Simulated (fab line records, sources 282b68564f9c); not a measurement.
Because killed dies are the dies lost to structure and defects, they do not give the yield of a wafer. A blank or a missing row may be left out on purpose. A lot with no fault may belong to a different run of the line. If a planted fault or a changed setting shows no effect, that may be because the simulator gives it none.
Which tool did it? || flow rit-cmos || 15 lots, 45 wafers sampled, at 2 steps of a route of 202

## WHAT THE GAUGES SHOWED, per wafer
RIT_GATE_CD_MEAS_90: the cd target is 150 nm. Usual: 150.4 nm for cd-nm, sd 2.4.
{"lot": "L861", "measured": "day 3 01:49", "on": "cd-sem-01", "cd-nm (nm)": "147.7 146.4 149.8", "flag": ""}
{"lot": "L862", "measured": "day 3 07:40", "on": "cd-sem-02", "cd-nm (nm)": "150.4 153.1 150.2", "flag": ""}
{"lot": "L864", "measured": "day 3 16:46", "on": "cd-sem-01", "cd-nm (nm)": "149.7 149.2 152.8", "flag": ""}
{"lot": "L865", "measured": "day 3 19:43", "on": "cd-sem-02", "cd-nm (nm)": "147.3 145.5 147.3", "flag": ""}
{"lot": "L866", "measured": "day 4 04:20", "on": "cd-sem-01", "cd-nm (nm)": "150.9 151.7 153.7", "flag": ""}
{"lot": "L872", "measured": "day 5 06:10", "on": "cd-sem-01", "cd-nm (nm)": "151.5 150.8 151.5", "flag": ""}
{"lot": "L873", "measured": "day 5 12:11", "on": "cd-sem-02", "cd-nm (nm)": "152.4 150.4 151.1", "flag": ""}
{"lot": "L874", "measured": "day 5 15:05", "on": "cd-sem-01", "cd-nm (nm)": "- - -", "flag": "OFF"}
{"lot": "L875", "measured": "day 5 22:12", "on": "cd-sem-02", "cd-nm (nm)": "- - -", "flag": "OFF"}
{"lot": "L876", "measured": "day 6 01:44", "on": "cd-sem-02", "cd-nm (nm)": "- - -", "flag": "OFF"}
{"lot": "L877", "measured": "day 6 06:49", "on": "cd-sem-01", "cd-nm (nm)": "150.8 148.3 149.1", "flag": ""}
{"lot": "L878", "measured": "day 6 13:46", "on": "cd-sem-01", "cd-nm (nm)": "145.8 148.2 145.3", "flag": ""}
{"lot": "L879", "measured": "day 6 17:28", "on": "cd-sem-01", "cd-nm (nm)": "150.4 150.3 150.4", "flag": ""}
{"lot": "L880", "measured": "day 6 23:32", "on": "cd-sem-01", "cd-nm (nm)": "153.1 150.3 151.0", "flag": ""}
{"lot": "L882", "measured": "day 7 12:44", "on": "cd-sem-02", "cd-nm (nm)": "154.6 155.1 153.2", "flag": ""}

## TOOL THAT RAN EACH LOT (tool first, then ch and the chambers of the sampled wafers, then the start)
{"lot": "L861", "RIT_GATE_ETCH_19": "rie-si-02 ch 1,3, day 3 01:31"}
{"lot": "L862", "RIT_GATE_ETCH_19": "rie-si-01 ch 1,2,3, day 3 07:22"}
{"lot": "L864", "RIT_GATE_ETCH_19": "rie-si-01 ch 1,2,3, day 3 16:28"}
{"lot": "L865", "RIT_GATE_ETCH_19": "rie-si-02 ch 0,2, day 3 19:26"}
{"lot": "L866", "RIT_GATE_ETCH_19": "rie-si-01 ch 0,1,3, day 4 04:04"}
{"lot": "L872", "RIT_GATE_ETCH_19": "rie-si-01 ch 1,2, day 5 05:50"}
{"lot": "L873", "RIT_GATE_ETCH_19": "rie-si-02 ch 0,1,3, day 5 11:50"}
{"lot": "L874", "RIT_GATE_ETCH_19": "rie-si-01 ch 0,1,3, day 5 14:47"}
{"lot": "L875", "RIT_GATE_ETCH_19": "rie-si-02 ch 1,2, day 5 21:54"}
{"lot": "L876", "RIT_GATE_ETCH_19": "rie-si-01 ch 1,3, day 6 01:26"}
{"lot": "L877", "RIT_GATE_ETCH_19": "rie-si-02 ch 0,1, day 6 06:30"}
{"lot": "L878", "RIT_GATE_ETCH_19": "rie-si-01 ch 0,2, day 6 13:29"}
{"lot": "L879", "RIT_GATE_ETCH_19": "rie-si-02 ch 0,1, day 6 17:08"}
{"lot": "L880", "RIT_GATE_ETCH_19": "rie-si-01 ch 0,2,3, day 6 23:13"}
{"lot": "L882", "RIT_GATE_ETCH_19": "rie-si-01 ch 0,1,3, day 7 12:25"}
- RIT_GATE_ETCH_19: etches poly-Si in SF6/CHF3/O2, stops on SiO2, time 165 s, target depth 312.5 nm.

## WHAT THE TOOLS THEMSELVES READ (means of the sampled wafers that have a number; where no wafer has one, the mark that the record gives instead)
RIT_GATE_ETCH_19. Usual: CHF3_flow_sccm 29.99 sccm, standard deviation 0.095; O2_flow_sccm 5.001 sccm, standard deviation 0.015; drypump-motor-current-A 5.8 A, standard deviation 0.39; oes-product-au 0.857 a.u., standard deviation 0.011; throttle-valve-pct 10.24 %, standard deviation 0.19.
{"lot": "L861", "tool": "rie-si-02", "CHF3_flow_sccm (sccm)": 30.07, "O2_flow_sccm (sccm)": 4.996, "drypump-motor-current-A (A)": 6.1, "oes-product-au (a.u.)": 0.858, "throttle-valve-pct (%)": 10.26, "flag": ""}
{"lot": "L862", "tool": "rie-si-01", "CHF3_flow_sccm (sccm)": 29.92, "O2_flow_sccm (sccm)": 4.987, "drypump-motor-current-A (A)": 5.8, "oes-product-au (a.u.)": 0.856, "throttle-valve-pct (%)": 10.19, "flag": ""}
{"lot": "L864", "tool": "rie-si-01", "CHF3_flow_sccm (sccm)": 29.95, "O2_flow_sccm (sccm)": 4.981, "drypump-motor-current-A (A)": 5.8, "oes-product-au (a.u.)": 0.854, "throttle-valve-pct (%)": 10.20, "flag": ""}
{"lot": "L865", "tool": "rie-si-02", "CHF3_flow_sccm (sccm)": 29.91, "O2_flow_sccm (sccm)": 4.986, "drypump-motor-current-A (A)": 5.8, "oes-product-au (a.u.)": 0.858, "throttle-valve-pct (%)": 10.24, "flag": ""}
{"lot": "L866", "tool": "rie-si-01", "CHF3_flow_sccm (sccm)": 29.94, "O2_flow_sccm (sccm)": 4.993, "drypump-motor-current-A (A)": 5.6, "oes-product-au (a.u.)": 0.873, "throttle-valve-pct (%)": 10.28, "flag": ""}
{"lot": "L872", "tool": "rie-si-01", "CHF3_flow_sccm (sccm)": 30.04, "O2_flow_sccm (sccm)": 5.022, "drypump-motor-current-A (A)": 5.7, "oes-product-au (a.u.)": 0.855, "throttle-valve-pct (%)": 10.02, "flag": ""}
{"lot": "L873", "tool": "rie-si-02", "CHF3_flow_sccm (sccm)": 29.97, "O2_flow_sccm (sccm)": 5.009, "drypump-motor-current-A (A)": 6.2, "oes-product-au (a.u.)": 0.840, "throttle-valve-pct (%)": 10.18, "flag": ""}
{"lot": "L874", "tool": "rie-si-01", "CHF3_flow_sccm (sccm)": "-", "O2_flow_sccm (sccm)": "-", "drypump-motor-current-A (A)": "-", "oes-product-au (a.u.)": "-", "throttle-valve-pct (%)": "-", "flag": "OFF"}
{"lot": "L875", "tool": "rie-si-02", "CHF3_flow_sccm (sccm)": "-", "O2_flow_sccm (sccm)": "-", "drypump-motor-current-A (A)": "-", "oes-product-au (a.u.)": "-", "throttle-valve-pct (%)": "-", "flag": "OFF"}
{"lot": "L876", "tool": "rie-si-01", "CHF3_flow_sccm (sccm)": "-", "O2_flow_sccm (sccm)": "-", "drypump-motor-current-A (A)": "-", "oes-product-au (a.u.)": "-", "throttle-valve-pct (%)": "-", "flag": "OFF"}
{"lot": "L877", "tool": "rie-si-02", "CHF3_flow_sccm (sccm)": 30.10, "O2_flow_sccm (sccm)": 5.004, "drypump-motor-current-A (A)": 6.0, "oes-product-au (a.u.)": 0.845, "throttle-valve-pct (%)": 10.19, "flag": ""}
{"lot": "L878", "tool": "rie-si-01", "CHF3_flow_sccm (sccm)": 29.98, "O2_flow_sccm (sccm)": 4.993, "drypump-motor-current-A (A)": 5.4, "oes-product-au (a.u.)": 0.851, "throttle-valve-pct (%)": 10.15, "flag": ""}
{"lot": "L879", "tool": "rie-si-02", "CHF3_flow_sccm (sccm)": 30.01, "O2_flow_sccm (sccm)": 4.999, "drypump-motor-current-A (A)": 6.0, "oes-product-au (a.u.)": 0.846, "throttle-valve-pct (%)": 10.18, "flag": ""}
{"lot": "L880", "tool": "rie-si-01", "CHF3_flow_sccm (sccm)": 29.97, "O2_flow_sccm (sccm)": 5.000, "drypump-motor-current-A (A)": 5.7, "oes-product-au (a.u.)": 0.855, "throttle-valve-pct (%)": 10.24, "flag": ""}
{"lot": "L882", "tool": "rie-si-01", "CHF3_flow_sccm (sccm)": 30.03, "O2_flow_sccm (sccm)": 5.006, "drypump-motor-current-A (A)": 5.6, "oes-product-au (a.u.)": 0.872, "throttle-valve-pct (%)": 10.28, "flag": ""}

## THE ANSWER, worked out from the rows above alone
Rule: lot off if the mean of its wafers having a number is beyond 3 standard deviations from the usual mean. A lot without any number at a reading at which 4 lots or more have one is off too. All remaining lots with rows at the step are treated as sound. The gauges are gone through in route order, then the tools' own readings, and for those a lot's mean is taken as printed above. The first step at which some lot is off is used, and at that step the reading that is off furthest; a lot without a number counts as furthest.
Off at RIT_GATE_CD_MEAS_90 (cd-nm): L874, L875, L876. Without a number there: L874, L875, L876.
A tool fits if, at a process step before that reading, it ran every lot that is off, and no sound lot after the first of them. The gauges at RIT_GATE_CD_MEAS_90 aren't tried: what is off there is off at RIT_GATE_ETCH_19 too, on other tools, and a gauge's error can't cause that. No candidate that was tried fits.

## WHAT THE SIMULATOR HAD PUT IN
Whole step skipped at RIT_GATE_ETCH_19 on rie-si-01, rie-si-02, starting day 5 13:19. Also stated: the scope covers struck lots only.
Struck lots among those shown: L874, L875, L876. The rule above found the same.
